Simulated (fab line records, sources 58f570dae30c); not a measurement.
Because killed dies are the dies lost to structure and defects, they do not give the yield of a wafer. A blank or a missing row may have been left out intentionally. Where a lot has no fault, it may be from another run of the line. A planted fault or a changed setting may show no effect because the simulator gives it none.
Lot-split experiment + flow berkeleyCmos170 + 5 lots, 23 wafers read, on a route of 331 steps

THE SPLIT ITSELF
At UCB170_NLDD_IMPLANT_09, the setting energyKev was moved away from the recipe's 30 on 8 of the 23 wafers read, by -5.2% to +3.3%. All remaining wafers had this setting at the recipe value.

The reading comes from the split's own step.

THE READING
In nm, at UCB170_NLDD_IMPLANT_09: implant.drpNm, which is the simulator's own figure and was read by no gauge. No usual value for it is given in the file.

| wafer  | tool, chamber at the split | energyKev as run | against the recipe | implant.drpNm, nm | against lot-mates on the recipe |
|--------|----------------------------|------------------|--------------------|-------------------|---------------------------------|
| L075.1 | implanter-01, 0            | 29.17            | -2.8%              | 9.417             | -0.194                          |
| L075.2 | implanter-01, 0            | 29.17            | -2.8%              | 9.417             | -0.194                          |
| L075.3 | implanter-01, 0            | 30               | recipe             | 9.611             | -                               |
| L075.4 | implanter-01, 0            | 30               | recipe             | 9.611             | -                               |
| L075.5 | implanter-01, 0            | 30               | recipe             | 9.611             | -                               |
| L079.1 | implanter-03, 0            | 30               | recipe             | 9.611             | -                               |
| L079.2 | implanter-03, 0            | 30               | recipe             | 9.611             | -                               |
| L079.3 | implanter-03, 0            | 30               | recipe             | 9.611             | -                               |
| L079.4 | implanter-03, 0            | 30               | recipe             | 9.611             | -                               |
| L079.6 | implanter-03, 0            | 30               | recipe             | 9.611             | -                               |
| L080.2 | implanter-03, 0            | 30               | recipe             | 9.611             | -                               |
| L080.3 | implanter-03, 0            | 30               | recipe             | 9.611             | -                               |
| L080.4 | implanter-03, 0            | 30               | recipe             | 9.611             | -                               |
| L081.1 | implanter-03, 0            | 30               | recipe             | 9.611             | -                               |
| L081.6 | implanter-03, 0            | 30               | recipe             | 9.611             | -                               |
| L081.3 | implanter-03, 0            | 28.43            | -5.2%              | 9.243             | -0.368                          |
| L081.4 | implanter-03, 0            | 28.43            | -5.2%              | 9.243             | -0.368                          |
| L081.5 | implanter-03, 0            | 28.43            | -5.2%              | 9.243             | -0.368                          |
| L082.1 | implanter-01, 0            | 30               | recipe             | 9.611             | -                               |
| L082.4 | implanter-01, 0            | 30               | recipe             | 9.611             | -                               |
| L082.2 | implanter-01, 0            | 31               | +3.3%              | 9.844             | +0.233                          |
| L082.5 | implanter-01, 0            | 31               | +3.3%              | 9.844             | +0.233                          |
| L082.6 | implanter-01, 0            | 31               | +3.3%              | 9.844             | +0.233                          |

THE FIT
A straight line over all 23 wafers: implant.drpNm changes by +0.0702 nm for each +1% of energyKev; r = +1.00; the points scatter about the line by 0.0004 nm.
The same after taking each lot's own level away (the mean of its wafers on the recipe; 23 wafers): +0.0702 nm for each +1%; r = +1.00; scatter 0.0004 nm.
That fit puts the effect of the largest move of energyKev on the reading at 0.37 nm.
The lots' own levels span 9.6110 to 9.6110 nm.
The two slopes agree, so the slope changes little with the lot-to-lot level.
Check: -0.367 nm against its lot-mates is what the line predicts for one of the wafers moved furthest among these (-5.2%) when that wafer is left out of the fit. Against them it came out at -0.368 nm.

ADDITIONAL SPLITS CARRIED BY THESE WAFERS
Note: prior to the reading, these wafers also went through further splits. Each is held against what the fit with the lots' levels taken away leaves over:
| other split on the same wafers  | wafers away from the commonest value | r with implant.drpNm (lot level and that fit taken away) |
|---------------------------------|--------------------------------------|----------------------------------------------------------|
| UCB170_PVT_IMPLANT_07 doseCm2   | 7                                    | -0.22                                                    |
| UCB170_GATE_CVD_04 sih4FlowSccm | 15                                   | -0.22                                                    |
| UCB170_GATE_EXPOSE_09 doseMj    | 7                                    | -0.27                                                    |
| UCB170_PLDD_IMPLANT_08 doseCm2  | 9                                    | +0.10                                                    |
| UCB170_NLDD_PEB_04 pebTempC     | 7                                    | -0.43                                                    |

THE WHOLE CHAIN: every reading that the file lists as answering this split, in the file's order
| step                   | what it does | reading                                                        | change (the file's fit)                | r (the file's) |
|------------------------|--------------|----------------------------------------------------------------|----------------------------------------|----------------|
| UCB170_NLDD_IMPLANT_09 |              | implant.rpNm (the simulator's own value, which no gauge read)  | +0.164 nm for each +1% of the setting  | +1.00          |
| UCB170_NLDD_IMPLANT_09 |              | implant.drpNm (the simulator's own value, which no gauge read) | +0.0702 nm for each +1% of the setting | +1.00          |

THE FILE'S OWN FIT
implant.drpNm changes by +0.0702 nm for each +1% of energyKev, r = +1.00.
